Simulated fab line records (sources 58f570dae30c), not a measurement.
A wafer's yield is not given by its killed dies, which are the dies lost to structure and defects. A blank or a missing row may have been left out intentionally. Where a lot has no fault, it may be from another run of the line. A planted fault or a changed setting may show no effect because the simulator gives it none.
fab line records | flow berkeley_cmos170
[record] lots = 15 wafers = 45 last_day = 13
route steps=331 shown START@1 PWELL@39 GATE@128 PSD@181
lots that met no fault: taken from a fault-free run of the same line
start_h: hours from the record's opening day to when the first of the lot's shown wafers began | wait_h: hours elapsed since this lot's preceding step | " the same as in the row above | L1.1+2: a row that stands for several wafers | - no value present, or no start provided | * or withheld: withheld | < > ~ a bound
route shown NAME@n: names a module that has steps shown in the file, with the first one's number in the route | usual: mean/standard deviation taken from wafers without a fault | same: alike in all rows | chamber/n: place in a boat | sites: readings site by site | _std_site: the values' standard deviation | _edge_site: mean of outer sites minus mean of inner sites | radius_mm: for every site, how far away it sits from the centre of the wafer | mask NAME#n: copy n | behind: the last tool/chamber to shape the wafer | hold: cause of the lot's hold/its duration in hours/its outcome | device: names the non-switching transistor (n, p or np) | end of line: tests run on the same wafers once the route is complete | a step given without rows: its recipe and nothing more | killed: dies that structure and defects cost at the first sort, which is not the same as the wafer's yield | map: per-die view of a wafer (x killed, . not killed, _ where there is no die)
set.NAME: setting as actually run; set.NAME@STEP: the setting as run at that earlier step | model.NAME: the simulator's own value behind a step, which no gauge read
a sample of lots followed through the steps of the route, with each step as a table and each wafer as a row
services: when a tool's chamber went out of use (start_h, in hours from the record's first day, below 0 if earlier), for how many hours, and the reason
[[steps]]
[step UCB170_START_BOW_MEAS_00]
[recipe] mode = bow
[usual] INCOMING_BOW = 0/6.6
// columns lot.wafer tool chamber start_h wait_h INCOMING_BOW[um]
L284.3 film_metro-01 - 10.04 - 1
L284.4 " - " " -7
L284.6 " - " " 18
L285.1 film_metro-01 - 15.00 - -11
L285.3 " - " " 1
L285.5 " - " " -2
L286.1 film_metro-03 - 20.00 - -3
L286.2 " - " " -2
L286.3 " - " " 4
L287.2 film_metro-02 - 25.02 - 2
L287.3 " - " " -14
L287.5 " - " " 0
L288.1 film_metro-03 - 30.00 - -3
L288.2 " - " " -4
L288.4 " - " " 11
L289.2 film_metro-03 - 35.02 - 7
L289.5 " - " " -1
L289.6 " - " " -8
L296.1 film_metro-03 - 70.00 - 3
L296.4 " - " " -3
L296.6 " - " " 11
L300.1 film_metro-01 - 90.00 - -4
L300.2 " - " " -2
L300.5 " - " " 3
L301.1 film_metro-02 - 95.00 - 4
L301.4 " - " " -9
L301.6 " - " " 5
L302.1 film_metro-02 - 100.00 - -2
L302.5 " - " " 0
L302.6 " - " " -12
L303.1 film_metro-02 - 105.00 - -4
L303.3 " - " " -9
L303.4 " - " " -3
L304.2 film_metro-03 - 110.02 - 9
L304.3 " - " " 4
L304.5 " - " " -1
L305.1 film_metro-03 - 115.00 - 1
L305.4 " - " " 0
L305.6 " - " " 2
L306.1 film_metro-03 - 120.00 - 10
L306.2 " - " " 6
L306.6 " - " " 1
L307.1 film_metro-01 - 125.00 - 2
L307.3 " - " " 3
L307.6 " - " " -3
[step UCB170_PWELL_CVD_05]
[recipe] material = Si3N4 target_thk_nm = 220 temp_c = 800 precursor = SiH2Cl2/NH3 time_s = 3300 pressure_mtorr = 200 sih2cl2_flow_sccm = 25 nh3_flow_sccm = 75
[usual] sih2cl2_flow_sccm = 25.00/0.079
// columns lot.wafer tool chamber start_h wait_h sih2cl2_flow_sccm
L284.3 lpcvd-01 0 46.74 0.0 24.94
L284.4 " 0 " " 25.01
L284.6 " 0 " " 25.05
L285.1 lpcvd-01 0 58.30 0.0 25.07
L285.3 " 0 " " 24.97
L285.5 " 0 " " 25.06
L286.1 lpcvd-01 0 65.80 0.0 37.41
L286.2 " 0 " " 37.42
L286.3 " 0 " " 37.46
L287.2 lpcvd-01 0 72.75 0.0 37.68
L287.3 " 0 " " 37.63
L287.5 " 0 " " 37.52
L288.1 lpcvd-01 1 72.75 0.0 37.47
L288.2 " 1 " " 37.42
L288.4 " 1 " " 37.53
L289.2 lpcvd-02 0 81.38 0.7 24.88
L289.5 " 0 " " 25.04
L289.6 " 0 " " 25.02
L296.1 lpcvd-02 0 113.40 0.0 24.96
L296.4 " 0 " " 24.85
L296.6 " 0 " " 24.96
L300.1 lpcvd-02 1 135.70 0.0 25.10
L300.2 " 1 " " 25.16
L300.5 " 1 " " 25.06
L301.1 lpcvd-02 1 135.70 0.0 25.03
L301.4 " 1 " " 25.03
L301.6 " 1 " " 25.08
L302.1 lpcvd-02 0 135.70 0.0 25.00
L302.5 " 0 " " 25.11
L302.6 " 0 " " 24.99
L303.1 lpcvd-02 0 152.73 0.0 24.96
L303.3 " 0 " " 24.88
L303.4 " 0 " " 24.94
L304.2 lpcvd-02 0 152.73 0.0 24.91
L304.3 " 0 " " 24.99
L304.5 " 0 " " 24.93
L305.1 lpcvd-01 0 160.93 0.0 25.00
L305.4 " 0 " " 25.11
L305.6 " 0 " " 25.00
L306.1 lpcvd-01 0 160.93 0.0 25.03
L306.2 " 0 " " 25.09
L306.6 " 0 " " 25.00
L307.1 lpcvd-01 1 160.93 0.0 24.90
L307.3 " 1 " " 24.89
L307.6 " 1 " " 24.94
[step UCB170_PWELL_THK_MEAS_06]
[recipe] reads = Si3N4_of_PWELL_CVD_05
[usual] PWELL_NITRIDE_THK = 220.9/1.7
// columns lot.wafer tool chamber start_h wait_h PWELL_NITRIDE_THK[nm]
L284.3 film_metro-02 - 48.67 0.0 218.1
L284.4 " - " " 221.4
L284.6 " - " " 222.2
L285.1 film_metro-04 - 60.22 0.0 220.1
L285.3 " - " " 221.3
L285.5 " - " " 221.1
L286.1 film_metro-01 - 67.72 0.0 245.7
L286.2 " - " " 243.7
L286.3 " - " " 244.8
L287.2 film_metro-04 - 74.68 0.0 245.9
L287.3 " - " " 246.3
L287.5 " - " " 246.2
L288.1 film_metro-04 - 74.73 0.1 249.2
L288.2 " - " " 248.3
L288.4 " - " " 249.5
L289.2 film_metro-01 - 83.31 0.0 223.1
L289.5 " - " " 222.8
L289.6 " - " " 223.0
L296.1 film_metro-01 - 115.32 0.0 221.8
L296.4 " - " " 222.5
L296.6 " - " " 222.4
L300.1 film_metro-01 - 137.62 0.0 218.9
L300.2 " - " " 218.5
L300.5 " - " " 221.1
L301.1 film_metro-02 - 137.62 0.0 220.9
L301.4 " - " " 222.9
L301.6 " - " " 221.5
L302.1 film_metro-04 - 137.67 0.1 221.7
L302.5 " - " " 220.6
L302.6 " - " " 218.1
L303.1 film_metro-01 - 154.65 0.0 218.9
L303.3 " - " " 218.9
L303.4 " - " " 219.5
L304.2 film_metro-02 - 154.66 0.0 220.1
L304.3 " - " " 220.0
L304.5 " - " " 221.7
L305.1 film_metro-04 - 163.81 0.0 225.0
L305.4 " - " " 222.9
L305.6 " - " " 223.4
L306.1 film_metro-01 - 163.81 0.0 223.5
L306.2 " - " " 220.8
L306.6 " - " " 221.4
L307.1 film_metro-04 - 163.87 0.1 221.3
L307.3 " - " " 222.4
L307.6 " - " " 220.9
[step UCB170_PWELL_ETCH_14]
[recipe] chemistry = CH3F/Ar/O2 target = Si3N4 stop_on = SiO2 CH3F_flow_sccm = 20 Ar_flow_sccm = 50 O2_flow_sccm = 7 pressure_mtorr = 50 rf_w = 450 target_depth_a = 2420 over_etch_frac = 0.1 time_s = 151
[usual] drypump_motor_current_A = 5.8/0.35 oes_product_au = 0.937/0.019 rf_fwd_power_W = 448.3/1.6 throttle_valve_pct = 8.06/0.18
// columns lot.wafer tool chamber start_h wait_h drypump_motor_current_A oes_product_au rf_fwd_power_W rf_hours_counter_h throttle_valve_pct
L284.3 rie_diel-03 3 50.61 0.0 6.1 0.925 448.5 103 8.02
L284.4 " 2 " " 5.8 0.928 448.6 4 8.32
L284.6 " 0 " " 5.6 0.922 448.6 - 8.11
L285.1 rie_diel-03 2 61.52 0.0 5.9 0.918 448.2 4 8.35
L285.3 " 0 " " 5.6 0.920 446.6 3 8.12
L285.5 " 1 " " 5.5 0.916 447.9 - 7.86
L286.1 rie_diel-01 1 68.70 0.0 5.3 1.013 450.2 0 7.78
L286.2 " 3 " " 6.4 1.000 447.4 13 8.15
L286.3 " 2 " " 5.4 0.970 451.0 44 7.93
L287.2 rie_diel-04 1 76.77 0.0 6.1 0.996 448.2 39 7.91
L287.3 " 0 " " 5.8 1.010 448.7 36 8.26
L287.5 " 1 " " 6.1 0.993 448.7 - 7.90
L288.1 rie_diel-03 3 76.79 0.0 6.1 0.978 449.1 104 8.04
L288.2 " 2 " " 5.9 0.993 448.5 5 8.34
L288.4 " 0 " " 5.6 0.976 445.0 4 8.11
L289.2 rie_diel-01 1 84.36 0.0 5.3 0.976 448.7 1 7.80
L289.5 " 1 " " 5.2 0.985 448.4 - 7.79
L289.6 " 0 " " 6.1 0.943 444.3 - 8.28
L296.1 rie_diel-01 1 116.53 0.0 5.3 0.973 449.8 3 7.79
L296.4 " 0 " " 6.1 0.950 448.3 22 8.29
L296.6 " 1 " " 5.3 0.981 449.5 - 7.78
L301.1 rie_diel-01 3 138.68 0.0 6.5 0.953 449.8 16 8.14
L301.4 " 2 " " 5.4 0.935 445.9 48 7.94
L301.6 " 1 " " 5.3 0.983 449.4 - 7.78
L300.1 rie_diel-04 1 138.80 0.0 6.1 0.925 446.3 41 7.91
L300.2 " 2 " " 5.6 0.949 447.9 97 8.05
L300.5 " 3 " " 6.0 0.924 447.0 - 8.22
L302.1 rie_diel-03 3 138.96 0.0 6.1 0.930 451.6 107 8.02
L302.5 " 1 " " 5.5 0.918 449.9 - 7.85
L302.6 " 0 " " 5.6 0.909 447.8 - 8.10
L303.1 rie_diel-04 3 156.24 0.0 6.0 0.909 446.8 14 8.21
L303.3 " 1 " " 6.1 0.924 450.8 41 7.90
L303.4 " 0 " " 5.8 0.935 448.8 39 8.29
L304.2 rie_diel-01 2 156.51 0.0 5.4 0.919 450.1 48 7.94
L304.3 " 0 " " 6.1 0.923 447.4 24 8.29
L304.5 " 2 " " 5.4 0.927 448.4 - 7.94
L306.1 rie_diel-01 3 166.11 0.0 6.5 0.963 451.0 17 8.12
L306.2 " 0 " " 6.1 0.935 448.5 24 8.27
L306.6 " 2 " " 5.4 0.933 449.4 - 7.93
L305.1 rie_diel-03 3 166.18 0.0 6.1 0.946 448.7 108 8.02
L305.4 " 0 " " 5.6 0.923 447.9 8 8.10
L305.6 " 2 " " 5.9 0.941 446.5 - 8.33
L307.1 rie_diel-04 0 166.20 0.0 5.8 0.948 448.6 40 8.26
L307.3 " 2 " " 5.6 0.956 451.2 98 8.04
L307.6 " 2 " " 5.6 0.954 447.2 - 8.04
[step UCB170_GATE_THK_MEAS_02]
[recipe] reads = SiO2_of_GATE_OXIDATION_01
[usual] GATE_OXIDE_THK = 6.48/0.12
// columns lot.wafer tool chamber start_h wait_h GATE_OXIDE_THK[nm]
L284.3 film_metro-01 - 133.15 0.0 6.64
L284.4 " - " " 6.62
L284.6 " - " " 6.66
L285.1 film_metro-04 - 142.48 0.0 6.71
L285.3 " - " " 6.64
L285.5 " - " " 6.72
L286.1 film_metro-03 - 142.48 0.0 6.45
L286.2 " - " " 6.52
L286.3 " - " " 6.56
L288.1 film_metro-01 - 159.68 0.0 6.60
L288.2 " - " " 6.60
L288.4 " - " " 6.54
L287.2 film_metro-03 - 159.69 0.0 6.53
L287.3 " - " " 6.62
L287.5 " - " " 6.63
L289.2 film_metro-03 - 159.75 0.1 6.55
L289.5 " - " " 6.45
L289.6 " - " " 6.47
L296.1 film_metro-04 - 189.81 0.0 6.49
L296.4 " - " " 6.34
L296.6 " - " " 6.30
L300.1 film_metro-01 - 226.41 0.0 6.65
L300.2 " - " " 6.56
L300.5 " - " " 6.61
L301.1 film_metro-04 - 226.41 0.0 6.49
L301.4 " - " " 6.53
L301.6 " - " " 6.39
L302.1 film_metro-03 - 226.41 0.0 6.53
L302.5 " - " " 6.61
L302.6 " - " " 6.63
L303.1 film_metro-04 - 238.28 0.0 6.62
L303.3 " - " " 6.61
L303.4 " - " " 6.52
L306.1 film_metro-03 - 252.44 0.0 6.36
L306.2 " - " " 6.35
L306.6 " - " " 6.22
L307.1 film_metro-04 - 252.44 0.0 6.40
L307.3 " - " " 6.49
L307.6 " - " " 6.51
L304.2 film_metro-01 - 252.45 0.0 6.35
L304.3 " - " " 6.19
L304.5 " - " " 6.27
L305.1 film_metro-03 - 252.50 0.1 6.56
L305.4 " - " " 6.54
L305.6 " - " " 6.51
[step UCB170_PSD_CD_MEAS_06]
[recipe] target_cd_nm = 1200
[usual] cd_nm = 1199.8/1.3
// columns lot.wafer tool chamber start_h wait_h cd_nm
L284.3 cd_sem-02 - 152.51 - 1200.3
L284.4 " - " " 1200.7
L284.6 " - " " 1199.8
L285.1 cd_sem-02 - 165.07 - 1198.6
L285.3 " - " " 1198.7
L285.5 " - " " 1198.3
L286.1 cd_sem-02 - 165.44 - 1200.9
L286.2 " - " " 1200.4
L286.3 " - " " 1200.4
L289.2 cd_sem-02 - 184.04 - 1200.2
L289.5 " - " " 1199.6
L289.6 " - " " 1198.2
L288.1 cd_sem-02 - 184.26 - 1197.7
L288.2 " - " " 1199.4
L288.4 " - " " 1199.4
L287.2 cd_sem-01 - 184.52 - 1199.4
L287.3 " - " " 1199.4
L287.5 " - " " 1201.3
L296.1 cd_sem-02 - 208.08 - 1201.3
L296.4 " - " " 1202.0
L296.6 " - " " 1202.5
L301.1 cd_sem-02 - 249.88 - 1198.3
L301.4 " - " " 1198.2
L301.6 " - " " 1199.4
L302.1 cd_sem-01 - 249.88 - 1200.1
L302.5 " - " " 1200.2
L302.6 " - " " 1200.7
L300.1 cd_sem-01 - 250.15 - 1202.3
L300.2 " - " " 1202.4
L300.5 " - " " 1201.3
L303.1 cd_sem-02 - 258.90 - 1197.7
L303.3 " - " " 1198.9
L303.4 " - " " 1197.6
L306.1 cd_sem-02 - 274.07 - 1198.6
L306.2 " - " " 1198.8
L306.6 " - " " 1199.7
L307.1 cd_sem-01 - 274.20 - 1198.1
L307.3 " - " " 1197.7
L307.6 " - " " 1199.0
L305.1 cd_sem-01 - 274.39 - 1201.4
L305.4 " - " " 1200.7
L305.6 " - " " 1201.0
L304.2 cd_sem-01 - 274.77 - 1200.0
L304.3 " - " " 1199.4
L304.5 " - " " 1201.2
[[services]]
// columns tool chamber start_h hours kind
rie_diel-01 1 46.70 - clean
rie_diel-01 1 46.70 19.2 scheduled_down
rie_diel-01 1 46.70 19.2 vent_cycle
rie_diel-04 3 94.77 3.2 repair
rie_diel-01 3 128.27 5.9 repair
rie_diel-04 - 139.99 2.1 repair
rie_diel-01 1 141.27 11.0 repair
lpcvd-01 - 141.46 1.3 repair
rie_diel-03 1 154.58 2.1 repair
[[key]]
[first_sign] step = UCB170_PWELL_CVD_05 reading = sih2cl2_flow_sccm direction = up sigmas = 99+ usual = 25.00 struck = 37.50
[effect] step = UCB170_PWELL_THK_MEAS_06 reading = PWELL_NITRIDE_THK direction = up sigmas = 15 usual = 220.9 struck = 246.6
[effect] step = UCB170_PWELL_ETCH_14 reading = oes_product_au direction = up sigmas = 3 usual = 0.937 struck = 0.992
met_at UCB170_PWELL_CVD_05
struck_lots L286,L287,L288
tester_left_out L286,L287,L288
not_acting_at UCB170_START_BOW_MEAS_00,UCB170_GATE_THK_MEAS_02,UCB170_PSD_CD_MEAS_06
onset_between 58.30 65.80
[fault] kind = process_parameter_drift tool = lpcvd-01 chamber = - onset_h = 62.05 steps = UCB170_PWELL_CVD_05 channel = sih2cl2_flow_sccm offset = 12.5 shape = step end_h = 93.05 acts_in = these_recipes_only stated = 25
// tester_left_out: of these lots the tester's yield and bins aren't shown, on N5 and GAA mostly nor the transistor test; their killed dies are dies lost to structure and defects alone, not to doping, threshold or leakage, so they don't give the yield
